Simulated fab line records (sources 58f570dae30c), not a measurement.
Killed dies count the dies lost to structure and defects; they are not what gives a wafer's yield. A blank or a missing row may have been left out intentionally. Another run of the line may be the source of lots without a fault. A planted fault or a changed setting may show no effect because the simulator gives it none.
fab line records	flow berkeley-cmos170	part 1 of 2: steps 1 to 28 of 38
record: lots: 5	wafers: 15	last-day: 11
route steps=331 shown PSD@175 NSD@187 BACKSIDE@199 SDANNEAL@204 PLDD@208 NLDD@209 SILICIDE@210
lots untouched by any fault: they come from a run of this same line in which no faults occurred
start-h: the number of hours between the record's first day and the start of the first shown wafer of the lot	wait-h: hours from the lot's prior step to this one	" same as the row above	L1.1+2: one row covering several wafers at once	- either no value or no given start	* or withheld: withheld	< > ~ a bound
route shown NAME@n: a module of which the file shows steps, and the number in the route of the first	usual: mean and standard deviation over wafers with no fault	same: alike in all rows	chamber/n: place in a boat	sites: each site's reading	_std_site: standard deviation of those values	_edge_site: mean of outer sites minus mean of inner sites	radius-mm: how far each site lies from the wafer's centre	mask NAME#n: copy n	behind: the tool/chamber that last shaped the wafer	hold: what put the lot on hold/how long, in hours/how the hold closed	device: the n, p or np transistor that did not switch	end of line: tests of these same wafers at the route's end	where a step has no rows: the recipe by itself	killed: dies lost to structure and defects at the first sort, not the wafer's yield	map: a wafer's dies, x killed, . not, _ none there
set.NAME: the setting the step ran with; set.NAME@STEP: the setting that earlier step ran with	model.NAME: the simulator's own value behind a step, which no gauge read
lots at selected steps of the route; one table per step, one row per wafer
services: when a tool's chamber went out of use (start-h, in hours from the record's first day, below 0 if earlier), for how many hours, and the reason
== steps ==
step: UCB170_PSD_HMDS_00
recipe: prime-time-s: 60	prime-temp-c: 100
usual: prime-temp-c: 99.98/0.13
lot.wafer	tool	chamber	start-h	wait-h	prime-temp-c
L074.1	litho-track-04	0	128.53	0.4	100.18
L074.4	"	0	"	"	100.13
L074.5	"	0	"	"	100.25
L076.3	litho-track-02	0	150.57	0.3	99.91
L076.5	"	0	"	"	99.75
L076.6	"	0	"	"	100.10
L080.1	litho-track-01	0	161.54	0.8	100.04
L080.5	"	0	"	"	99.99
L080.6	"	0	"	"	99.89
L089.1	litho-track-04	0	207.16	0.2	100.05
L089.3	"	0	"	"	99.98
L089.5	"	0	"	"	100.02
L095.1	litho-track-04	0	236.45	0.3	99.98
L095.2	"	0	"	"	100.06
L095.3	"	0	"	"	99.83
step: UCB170_PSD_COAT_01
recipe: resist: KrF	spin-rpm: 1500	resist-thk-nm: 900
usual: dispense-pressure-kPa: 51/4.6
lot.wafer	tool	chamber	start-h	wait-h	dispense-pressure-kPa
L074.1	litho-track-04	0	128.68	0.1	57
L074.4	"	0	"	"	57
L074.5	"	0	"	"	57
L076.3	litho-track-02	0	150.72	0.1	52
L076.5	"	0	"	"	52
L076.6	"	0	"	"	52
L080.1	litho-track-01	0	161.69	0.1	46
L080.5	"	0	"	"	46
L080.6	"	0	"	"	45
L089.1	litho-track-04	0	207.31	0.1	57
L089.3	"	0	"	"	57
L089.5	"	0	"	"	57
L095.1	litho-track-04	0	236.60	0.1	57
L095.2	"	0	"	"	57
L095.3	"	0	"	"	57
step: UCB170_PSD_SOFTBAKE_02
recipe: resist: KrF	temp-c: 128.7	time-s: 60
usual: plate-temp-C: 128.69/0.13
lot.wafer	tool	chamber	start-h	wait-h	plate-temp-C
L074.1	litho-track-04	0	128.83	0.1	128.57
L074.4	"	0	"	"	128.45
L074.5	"	0	"	"	128.69
L076.3	litho-track-02	0	150.87	0.1	128.64
L076.5	"	0	"	"	128.69
L076.6	"	0	"	"	128.74
L080.1	litho-track-01	0	161.84	0.1	128.82
L080.5	"	0	"	"	128.91
L080.6	"	0	"	"	128.82
L089.1	litho-track-04	0	207.46	0.1	128.55
L089.3	"	0	"	"	128.75
L089.5	"	0	"	"	128.66
L095.1	litho-track-04	0	236.75	0.1	128.67
L095.2	"	0	"	"	128.61
L095.3	"	0	"	"	128.51
step: UCB170_PSD_EXPOSE_03
recipe: mask-id: PSELECT_MOD	na: 0.5	sigma-outer: 0.6	source-shape: conventional	target-cd-nm: 1200	dose-mj: 30
same: na: 0.5
lot.wafer	tool	chamber	start-h	wait-h	mask
L074.1+4+5	krf-scanner-01	0	129.13	0.3	PSELECT_MOD#0
L076.3+5+6	krf-scanner-02	0	151.01	0.1	PSELECT_MOD#0
L080.1+5+6	krf-scanner-01	0	162.34	0.5	PSELECT_MOD#0
L089.1+3+5	krf-scanner-02	0	207.83	0.4	PSELECT_MOD#0
L095.1+2+3	krf-scanner-01	0	237.14	0.4	PSELECT_MOD#0
step: UCB170_PSD_PEB_04
recipe: peb-temp-c: 130	peb-time-s: withheld	resist: KrF
usual: plate-temp-C: 130.01/0.14
lot.wafer	tool	chamber	start-h	wait-h	plate-temp-C
L074.1	litho-track-04	0	129.25	0.1	130.18
L074.4	"	0	"	"	130.17
L074.5	"	0	"	"	130.05
L076.3	litho-track-01	0	151.42	0.4	130.09
L076.5	"	0	"	"	129.68
L076.6	"	0	"	"	129.96
L080.1	litho-track-04	0	162.95	0.6	130.02
L080.5	"	0	"	"	130.14
L080.6	"	0	"	"	129.82
L089.1	litho-track-02	0	208.04	0.2	129.86
L089.3	"	0	"	"	129.76
L089.5	"	0	"	"	130.01
L095.1	litho-track-01	0	237.38	0.2	130.00
L095.2	"	0	"	"	130.10
L095.3	"	0	"	"	129.89
step: UCB170_PSD_DEVELOP_05
recipe: developer: TMAH	develop-time-s: 45	resist: KrF	dev-temp-c: 21
usual: developer-temp-C: 20.96/0.096
lot.wafer	tool	chamber	start-h	wait-h	developer-temp-C
L074.1	litho-track-04	0	-	-	20.98
L074.4	"	0	"	"	20.86
L074.5	"	0	"	"	20.99
L076.3	litho-track-01	0	-	-	20.90
L076.5	"	0	"	"	20.90
L076.6	"	0	"	"	20.98
L080.1	litho-track-04	0	-	-	20.82
L080.5	"	0	"	"	20.94
L080.6	"	0	"	"	20.86
L089.1	litho-track-02	0	-	-	20.86
L089.3	"	0	"	"	20.92
L089.5	"	0	"	"	20.87
L095.1	litho-track-01	0	-	-	20.82
L095.2	"	0	"	"	20.83
L095.3	"	0	"	"	20.85
step: UCB170_PSD_CD_MEAS_06
recipe: target-cd-nm: 1200
usual: cd-nm: 1199.9/1.3
lot.wafer	tool	chamber	start-h	wait-h	cd-nm
L074.1	cd-sem-02	-	129.52	-	1201.2
L074.4	"	-	"	"	1202.4
L074.5	"	-	"	"	1202.6
L076.3	cd-sem-01	-	151.68	-	1198.7
L076.5	"	-	"	"	1200.1
L076.6	"	-	"	"	1200.1
L080.1	cd-sem-01	-	163.23	-	1200.5
L080.5	"	-	"	"	1200.4
L080.6	"	-	"	"	1199.8
L089.1	cd-sem-02	-	208.32	-	1199.3
L089.3	"	-	"	"	1200.4
L089.5	"	-	"	"	1201.0
L095.1	cd-sem-02	-	237.66	-	1199.3
L095.2	"	-	"	"	1200.8
L095.3	"	-	"	"	1200.3
step: UCB170_PSD_OVL_MEAS_07
usual: PSD_OVL: 1/4.7
lot.wafer	tool	chamber	start-h	wait-h	PSD_OVL[nm]
L074.1	overlay-01	-	129.64	0.1	-2
L074.4	"	-	"	"	-1
L074.5	"	-	"	"	1
L076.3	overlay-02	-	151.77	0.1	6
L076.5	"	-	"	"	4
L076.6	"	-	"	"	0
L080.1	overlay-02	-	163.35	0.1	-3
L080.5	"	-	"	"	0
L080.6	"	-	"	"	-2
L089.1	overlay-01	-	208.44	0.1	-4
L089.3	"	-	"	"	-6
L089.5	"	-	"	"	-6
L095.1	overlay-01	-	237.78	0.1	-1
L095.2	"	-	"	"	-6
L095.3	"	-	"	"	-1
step: UCB170_PSD_IMPLANT_08
recipe: species: B	dose-cm2: 3e+15	energy-kev: 20	tilt-deg: 7
lot.wafer	tool	chamber	start-h	wait-h
L074.1+4+5	implanter-02	0	129.68	0.0
L076.3+5+6	implanter-01	0	151.85	0.1
L080.1+5+6	implanter-04	0	163.38	0.0
L089.1+3+5	implanter-02	0	208.47	0.0
L095.1+2+3	implanter-01	0	237.81	0.0
step: UCB170_PSD_STRIP_09
recipe: chemistry: O2	power-w: 400	pressure-mtorr: 3500	platen-temp-c: withheld	o2-flow-sccm: 400	overash-fraction: 0.5
usual: drypump-motor-current-A: 5.5/0.32	oes-product-au: 0.600/0.0042	strip-time-to-endpoint-s: 29.47/0.097
same: overash-fraction: 0.5
lot.wafer	tool	chamber	start-h	wait-h	drypump-motor-current-A	oes-product-au	rf-hours-counter-h	strip-time-to-endpoint-s
L074.1	plasma-asher-01	1	129.83	0.1	6.1	0.601	31	29.46
L074.4	"	1	"	"	6.0	0.597	-	29.52
L074.5	"	1	"	"	6.0	0.608	-	29.49
L076.3	plasma-asher-04	0	151.98	0.1	5.4	0.599	-	29.51
L076.5	"	1	"	"	5.3	0.603	-	29.48
L076.6	"	0	"	"	5.4	0.602	-	29.50
L080.1	plasma-asher-01	1	163.53	0.1	6.0	0.594	35	29.51
L080.5	"	0	"	"	5.5	0.599	-	29.52
L080.6	"	1	"	"	6.0	0.598	-	29.52
L089.1	plasma-asher-01	1	208.62	0.1	6.0	0.592	40	29.29
L089.3	"	0	"	"	5.6	0.596	-	29.40
L089.5	"	0	"	"	5.6	0.599	-	29.40
L095.1	plasma-asher-03	0	237.96	0.1	5.1	0.605	58	29.46
L095.2	"	1	"	"	5.9	0.602	58	29.41
L095.3	"	0	"	"	5.1	0.597	-	29.40
step: UCB170_PSD_TW_MEAS_10
usual: PSD_TW: 2349/13
lot.wafer	tool	chamber	start-h	wait-h	PSD_TW
L074.1	film-metro-01	-	129.93	0.1	2350
L074.4	"	-	"	"	2345
L074.5	"	-	"	"	2339
L076.3	film-metro-01	-	152.07	0.1	2345
L076.5	"	-	"	"	2362
L076.6	"	-	"	"	2352
L080.1	film-metro-01	-	163.63	0.1	2357
L080.5	"	-	"	"	2344
L080.6	"	-	"	"	2341
L089.1	film-metro-03	-	208.72	0.1	2335
L089.3	"	-	"	"	2331
L089.5	"	-	"	"	2346
L095.1	film-metro-03	-	238.06	0.1	2348
L095.2	"	-	"	"	2346
L095.3	"	-	"	"	2335
step: UCB170_PSD_CLEAN_11
recipe: chemistry: SPM	temp-c: 120	time-s: 600
lot.wafer	tool	chamber	start-h	wait-h
L074.1+4+5	wet-bench-02	1	129.99	0.1
L076.3+5+6	wet-bench-01	3	153.01	0.9
L080.1+5+6	wet-bench-02	2	164.13	0.5
L089.1+3+5	wet-bench-01	2	208.98	0.2
L095.1+2+3	wet-bench-02	2	238.12	0.1
step: UCB170_NSD_HMDS_00
recipe: prime-time-s: 60	prime-temp-c: 100
usual: prime-temp-c: 99.99/0.12
lot.wafer	tool	chamber	start-h	wait-h	prime-temp-c
L074.1	litho-track-03	0	130.16	0.0	100.06
L074.4	"	0	"	"	100.13
L074.5	"	0	"	"	100.19
L076.3	litho-track-04	0	153.25	0.1	100.02
L076.5	"	0	"	"	99.83
L076.6	"	0	"	"	99.90
L080.1	litho-track-02	0	164.75	0.2	99.91
L080.5	"	0	"	"	99.82
L080.6	"	0	"	"	100.07
L089.1	litho-track-02	0	209.15	0.0	100.14
L089.3	"	0	"	"	100.25
L089.5	"	0	"	"	99.92
L095.1	litho-track-04	0	238.30	0.0	99.93
L095.2	"	0	"	"	99.81
L095.3	"	0	"	"	99.83
step: UCB170_NSD_COAT_01
recipe: resist: KrF	spin-rpm: 1500	resist-thk-nm: 900
usual: dispense-pressure-kPa: 50/6.1
lot.wafer	tool	chamber	start-h	wait-h	dispense-pressure-kPa
L074.1	litho-track-03	0	130.31	0.1	43
L074.4	"	0	"	"	43
L074.5	"	0	"	"	43
L076.3	litho-track-04	0	153.40	0.1	57
L076.5	"	0	"	"	57
L076.6	"	0	"	"	57
L080.1	litho-track-02	0	164.90	0.1	52
L080.5	"	0	"	"	52
L080.6	"	0	"	"	52
L089.1	litho-track-02	0	209.30	0.1	52
L089.3	"	0	"	"	52
L089.5	"	0	"	"	52
L095.1	litho-track-04	0	238.45	0.1	57
L095.2	"	0	"	"	57
L095.3	"	0	"	"	57
step: UCB170_NSD_SOFTBAKE_02
recipe: resist: KrF	temp-c: 130	time-s: 60
usual: plate-temp-C: 130.01/0.15
lot.wafer	tool	chamber	start-h	wait-h	plate-temp-C
L074.1	litho-track-03	0	130.46	0.1	129.83
L074.4	"	0	"	"	129.90
L074.5	"	0	"	"	129.99
L076.3	litho-track-04	0	153.55	0.1	130.34
L076.5	"	0	"	"	130.04
L076.6	"	0	"	"	129.84
L080.1	litho-track-02	0	165.05	0.1	130.16
L080.5	"	0	"	"	130.17
L080.6	"	0	"	"	130.30
L089.1	litho-track-02	0	209.45	0.1	130.08
L089.3	"	0	"	"	130.13
L089.5	"	0	"	"	130.13
L095.1	litho-track-04	0	238.60	0.1	130.25
L095.2	"	0	"	"	130.14
L095.3	"	0	"	"	130.03
step: UCB170_NSD_EXPOSE_03
recipe: mask-id: NSELECT_MOD	na: 0.5	sigma-outer: 0.6	source-shape: conventional	target-cd-nm: 1200	dose-mj: 30
same: na: 0.5
lot.wafer	tool	chamber	start-h	wait-h	mask
L074.1+4+5	krf-scanner-02	0	130.74	0.2	NSELECT_MOD#0
L076.3+5+6	krf-scanner-02	0	153.69	0.1	NSELECT_MOD#0
L080.1+5+6	krf-scanner-01	0	165.36	0.3	NSELECT_MOD#0
L089.1+3+5	krf-scanner-02	0	209.60	0.1	NSELECT_MOD#0
L095.1+2+3	krf-scanner-01	0	238.96	0.3	NSELECT_MOD#0
step: UCB170_NSD_PEB_04
recipe: peb-temp-c: 130	peb-time-s: withheld	resist: KrF
usual: plate-temp-C: 130.02/0.15
lot.wafer	tool	chamber	start-h	wait-h	plate-temp-C
L074.1	litho-track-03	0	130.86	0.1	130.21
L074.4	"	0	"	"	130.18
L074.5	"	0	"	"	130.01
L076.3	litho-track-03	0	153.91	0.2	130.01
L076.5	"	0	"	"	129.88
L076.6	"	0	"	"	130.10
L080.1	litho-track-03	0	165.72	0.3	130.01
L080.5	"	0	"	"	130.13
L080.6	"	0	"	"	129.89
L089.1	litho-track-04	0	209.79	0.2	129.95
L089.3	"	0	"	"	129.89
L089.5	"	0	"	"	129.93
L095.1	litho-track-02	0	239.07	0.1	130.05
L095.2	"	0	"	"	130.16
L095.3	"	0	"	"	129.98
step: UCB170_NSD_DEVELOP_05
recipe: developer: TMAH	develop-time-s: 45	resist: KrF	dev-temp-c: 21
usual: developer-temp-C: 21.02/0.11
lot.wafer	tool	chamber	start-h	wait-h	developer-temp-C
L074.1	litho-track-03	0	-	-	21.03
L074.4	"	0	"	"	21.00
L074.5	"	0	"	"	20.86
L076.3	litho-track-03	0	-	-	20.86
L076.5	"	0	"	"	20.80
L076.6	"	0	"	"	20.74
L080.1	litho-track-03	0	-	-	21.15
L080.5	"	0	"	"	20.90
L080.6	"	0	"	"	21.06
L089.1	litho-track-04	0	-	-	20.90
L089.3	"	0	"	"	20.87
L089.5	"	0	"	"	20.99
L095.1	litho-track-02	0	-	-	21.10
L095.2	"	0	"	"	21.08
L095.3	"	0	"	"	20.88
step: UCB170_NSD_CD_MEAS_06
recipe: target-cd-nm: 1200
usual: cd-nm: 1200.1/1.2
lot.wafer	tool	chamber	start-h	wait-h	cd-nm
L074.1	cd-sem-02	-	131.13	-	1200.9
L074.4	"	-	"	"	1200.4
L074.5	"	-	"	"	1200.0
L076.3	cd-sem-01	-	154.17	-	1200.6
L076.5	"	-	"	"	1199.4
L076.6	"	-	"	"	1200.5
L080.1	cd-sem-02	-	166.01	-	1203.2
L080.5	"	-	"	"	1203.2
L080.6	"	-	"	"	1203.0
L089.1	cd-sem-01	-	210.07	-	1199.4
L089.3	"	-	"	"	1199.8
L089.5	"	-	"	"	1200.1
L095.1	cd-sem-02	-	239.35	-	1199.7
L095.2	"	-	"	"	1200.7
L095.3	"	-	"	"	1201.7
step: UCB170_NSD_OVL_MEAS_07
usual: NSD_OVL: 4/5.4
lot.wafer	tool	chamber	start-h	wait-h	NSD_OVL[nm]
L074.1	overlay-02	-	131.25	0.1	11
L074.4	"	-	"	"	12
L074.5	"	-	"	"	6
L076.3	overlay-02	-	154.27	0.1	2
L076.5	"	-	"	"	4
L076.6	"	-	"	"	7
L080.1	overlay-02	-	166.13	0.1	4
L080.5	"	-	"	"	-2
L080.6	"	-	"	"	-5
L089.1	overlay-01	-	210.19	0.1	12
L089.3	"	-	"	"	10
L089.5	"	-	"	"	15
L095.1	overlay-01	-	239.47	0.1	9
L095.2	"	-	"	"	7
L095.3	"	-	"	"	10
step: UCB170_NSD_IMPLANT_08
recipe: species: P	dose-cm2: 3e+15	energy-kev: 40.3	tilt-deg: 7
lot.wafer	tool	chamber	start-h	wait-h
L074.1+4+5	implanter-03	0	131.29	0.0
L076.3+5+6	implanter-02	0	154.34	0.1
L080.1+5+6	implanter-04	0	166.16	0.0
L089.1+3+5	implanter-03	0	210.22	0.0
L095.1+2+3	implanter-03	0	239.50	0.0
step: UCB170_NSD_STRIP_09
recipe: chemistry: O2	power-w: 400	pressure-mtorr: 3500	platen-temp-c: withheld	o2-flow-sccm: 400	overash-fraction: 0.5
usual: drypump-motor-current-A: 5.64/0.27	oes-product-au: 0.533/0.0046	strip-time-to-endpoint-s: 35.95/0.078
same: overash-fraction: 0.5
lot.wafer	tool	chamber	start-h	wait-h	drypump-motor-current-A	oes-product-au	rf-hours-counter-h	strip-time-to-endpoint-s
L074.1	plasma-asher-04	1	131.44	0.1	5.35	0.530	1	35.96
L074.4	"	1	"	"	5.37	0.529	-	35.99
L074.5	"	1	"	"	5.31	0.525	-	35.96
L076.3	plasma-asher-02	1	154.47	0.1	5.97	0.536	-	35.95
L076.5	"	0	"	"	5.74	0.537	-	35.89
L076.6	"	1	"	"	5.95	0.537	-	35.91
L080.1	plasma-asher-04	1	166.31	0.1	5.36	0.535	5	35.93
L080.5	"	0	"	"	5.38	0.533	-	35.91
L080.6	"	1	"	"	5.35	0.529	-	35.93
L089.1	plasma-asher-01	1	210.37	0.1	6.03	0.538	40	36.05
L089.3	"	1	"	"	5.99	0.531	-	36.00
L089.5	"	1	"	"	6.06	0.534	-	35.97
L095.1	plasma-asher-01	1	239.65	0.1	6.03	0.532	43	35.87
L095.2	"	0	"	"	5.56	0.532	43	35.91
L095.3	"	0	"	"	5.58	0.533	-	35.80
step: UCB170_NSD_TW_MEAS_10
usual: NSD_TW: 4247/31
lot.wafer	tool	chamber	start-h	wait-h	NSD_TW
L074.1	film-metro-03	-	131.54	0.1	4229
L074.4	"	-	"	"	4217
L074.5	"	-	"	"	4237
L076.3	film-metro-04	-	154.56	0.1	4275
L076.5	"	-	"	"	4263
L076.6	"	-	"	"	4282
L080.1	film-metro-04	-	166.41	0.1	4266
L080.5	"	-	"	"	4260
L080.6	"	-	"	"	4278
L089.1	film-metro-04	-	210.47	0.1	4300
L089.3	"	-	"	"	4283
L089.5	"	-	"	"	4281
L095.1	film-metro-01	-	239.75	0.1	4234
L095.2	"	-	"	"	4233
L095.3	"	-	"	"	4252
step: UCB170_NSD_CLEAN_11
recipe: chemistry: SPM	temp-c: 120	time-s: 600
lot.wafer	tool	chamber	start-h	wait-h
L074.1+4+5	wet-bench-04	2	131.60	0.1
L076.3+5+6	wet-bench-01	1	154.60	0.0
L080.1+5+6	wet-bench-04	3	166.47	0.1
L089.1+3+5	wet-bench-03	2	210.53	0.1
L095.1+2+3	wet-bench-01	0	239.81	0.1
step: UCB170_BACKSIDE_HMDS_00
recipe: prime-time-s: 60	prime-temp-c: 100
usual: prime-temp-c: 99.99/0.12
lot.wafer	tool	chamber	start-h	wait-h	prime-temp-c
L074.1	litho-track-02	0	132.07	0.3	100.11
L074.4	"	0	"	"	100.00
L074.5	"	0	"	"	99.78
L076.3	litho-track-03	0	154.91	0.1	100.09
L076.5	"	0	"	"	100.16
L076.6	"	0	"	"	100.07
L080.1	litho-track-01	0	166.79	0.1	100.01
L080.5	"	0	"	"	100.15
L080.6	"	0	"	"	100.21
L089.1	litho-track-02	0	210.71	0.0	100.05
L089.3	"	0	"	"	99.92
L089.5	"	0	"	"	99.84
L095.1	litho-track-03	0	240.11	0.1	99.98
L095.2	"	0	"	"	99.78
L095.3	"	0	"	"	100.03
step: UCB170_BACKSIDE_COAT_01
recipe: resist: KrF	spin-rpm: 1500	resist-thk-nm: 900
usual: dispense-pressure-kPa: 47/3.7
lot.wafer	tool	chamber	start-h	wait-h	dispense-pressure-kPa
L074.1	litho-track-02	0	132.22	0.1	52
L074.4	"	0	"	"	52
L074.5	"	0	"	"	52
L076.3	litho-track-03	0	155.06	0.1	43
L076.5	"	0	"	"	43
L076.6	"	0	"	"	43
L080.1	litho-track-01	0	166.94	0.1	46
L080.5	"	0	"	"	46
L080.6	"	0	"	"	46
L089.1	litho-track-02	0	210.86	0.1	52
L089.3	"	0	"	"	52
L089.5	"	0	"	"	52
L095.1	litho-track-03	0	240.26	0.1	43
L095.2	"	0	"	"	43
L095.3	"	0	"	"	43
step: UCB170_BACKSIDE_SOFTBAKE_02
recipe: resist: KrF	temp-c: 130	time-s: 60
usual: plate-temp-C: 129.95/0.15
lot.wafer	tool	chamber	start-h	wait-h	plate-temp-C
L074.1	litho-track-02	0	132.37	0.1	130.20
L074.4	"	0	"	"	130.07
L074.5	"	0	"	"	130.06
L076.3	litho-track-03	0	155.21	0.1	130.05
L076.5	"	0	"	"	129.97
L076.6	"	0	"	"	130.11
L080.1	litho-track-01	0	167.09	0.1	129.97
L080.5	"	0	"	"	129.95
L080.6	"	0	"	"	130.11
L089.1	litho-track-02	0	211.01	0.1	129.85
L089.3	"	0	"	"	129.90
L089.5	"	0	"	"	129.80
L095.1	litho-track-03	0	240.41	0.1	129.80
L095.2	"	0	"	"	129.65
L095.3	"	0	"	"	129.67
step: UCB170_BACKSIDE_STRIP_03
recipe: chemistry: O2	power-w: 400	pressure-mtorr: 3500	platen-temp-c: withheld	o2-flow-sccm: 400	overash-fraction: 0.5
usual: drypump-motor-current-A: 5.5/0.32	oes-product-au: 0.735/0.0046	strip-time-to-endpoint-s: 22.01/0.057
same: overash-fraction: 0.5
lot.wafer	tool	chamber	start-h	wait-h	drypump-motor-current-A	oes-product-au	rf-hours-counter-h	strip-time-to-endpoint-s
L074.1	plasma-asher-02	1	132.52	0.1	6.0	0.740	44	22.01
L074.4	"	0	"	"	5.7	0.729	-	22.09
L074.5	"	0	"	"	5.7	0.730	-	22.02
L076.3	plasma-asher-02	0	155.34	0.1	5.7	0.733	-	22.01
L076.5	"	1	"	"	6.0	0.735	-	22.05
L076.6	"	0	"	"	5.7	0.736	-	22.02
L080.1	plasma-asher-03	0	167.24	0.1	5.1	0.732	49	21.99
L080.5	"	1	"	"	5.9	0.736	-	22.03
L080.6	"	0	"	"	5.1	0.739	-	21.98
L089.1	plasma-asher-04	0	211.16	0.1	5.4	0.730	10	22.02
L089.3	"	1	"	"	5.3	0.736	-	21.97
L089.5	"	1	"	"	5.4	0.736	-	22.01
L095.1	plasma-asher-04	0	240.56	0.1	5.4	0.732	14	22.05
L095.2	"	1	"	"	5.3	0.729	14	22.02
L095.3	"	1	"	"	5.3	0.738	-	22.00
